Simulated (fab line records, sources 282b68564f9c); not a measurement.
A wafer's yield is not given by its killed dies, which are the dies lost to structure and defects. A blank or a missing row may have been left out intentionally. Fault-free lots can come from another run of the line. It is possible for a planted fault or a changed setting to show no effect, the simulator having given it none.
Code-filled problem report in 8D (eight disciplines) form + flow rit_cmos + the parts of the form that need people (team, actions taken, sign-off) are left out

== 1. WHAT WENT WRONG ==
Mean ACTIVE_NITRIDE_THK at RIT_ACTIVE_THK_MEAS_04: 116.0 nm over 6 wafers in 2 lots; fault-free wafers: 150.2 nm, standard deviation 1.3. That is -26 standard deviations from the usual mean.
First observed at day 4 22:07: wafer L668.2, on film_metro-02. At this step, 42 wafers from 14 lots have a number in the record. By rule, "out" or "out of limits" means more than 4 standard deviations away from the usual mean. The other wafers with a number count as sound.

== 2. WHAT THIS IS AND IS NOT ==
| question                    | is                           | is not                                                                 |
|-----------------------------|------------------------------|------------------------------------------------------------------------|
| which readings at this step | ACTIVE_NITRIDE_THK           | -                                                                      |
| which lots                  | L668, L669                   | L652, L653, L654, L658, L659, L660, L661, L663, L665, L666, L667, L674 |
| which wafers of those lots  | all that have a number       | -                                                                      |
| read on which gauges        | film_metro-02, film_metro-03 | film_metro-04                                                          |
| when                        | from day 4 22:07             | up to then (33 sound wafers); but 3 sound wafers of L674 came after    |

== 3. SUSPECTS, AND WHAT RULES EACH OUT ==
Counting: a tool stays on the suspect list if, at a process step up to the reading, it processed all lots that are out and no sound lot following the first of them.
- the gauge at RIT_ACTIVE_THK_MEAS_04 is ruled out. 2 gauges (film_metro-02, film_metro-03) read the wafers that are out.
- lpcvd-02 at RIT_ACTIVE_CVD_03 (deposits Si3N4 from SiH2Cl2/NH3, target thk 150 nm, time 1500 s): kept. It ran every lot that is out, first L668 (day 4 20:41), and no sound lot after that; its last sound lot up to then is L666 (day 4 10:07).
Remaining after the count: lpcvd-02 at RIT_ACTIVE_CVD_03.

== 4. THE CAUSE (what the simulator had put in) ==
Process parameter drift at RIT_ACTIVE_CVD_03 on lpcvd-02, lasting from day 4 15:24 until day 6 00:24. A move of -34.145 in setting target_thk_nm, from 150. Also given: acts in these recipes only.
Counting left only this tool.

== 5. THE CHAIN OF EFFECTS, in route order ==
Rows list readings where the struck wafers' mean (over those with a number) sits beyond 3 standard deviations from the usual. Readings are gone through only where the record gives a usual standard deviation; hours: the median, over the lots, of the time from a lot's start at the first step in this table giving one to that lot's start at this step; sigmas: the change measured in usual standard deviations.
| hours | step                   | reading            | usual      | on struck wafers | change | sigmas |
|-------|------------------------|--------------------|------------|------------------|--------|--------|
| 0     | RIT_ACTIVE_THK_MEAS_04 | ACTIVE_NITRIDE_THK | 150.2 nm   | 116.0            | -34.2  | -26    |
| 1     | RIT_ACTIVE_ETCH_13     | oes_product_au     | 0.838 a.u. | 0.736            | -0.102 | -9.3   |
Here are the process steps it includes:
- RIT_ACTIVE_ETCH_13: etches Si3N4 in SF6, stops on SiO2, time 201.2 s, target depth 210 nm.

== 6. HOW IT WOULD HAVE BEEN CAUGHT EARLIER ==
In this record the first reading out of limits at a measuring or inspecting step was taken at day 4 22:07, 7 hours after the fault began at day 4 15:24.
An alarm limit of 4 standard deviations would not have fired on the tool readings at RIT_ACTIVE_CVD_03 for which the record gives a usual standard deviation, since none of them was out on any struck wafer.
Lots out: 2; of these, L669 started RIT_ACTIVE_CVD_03 on lpcvd-02 after day 4 22:07. It would have been spared by a hold on the tool at that moment.
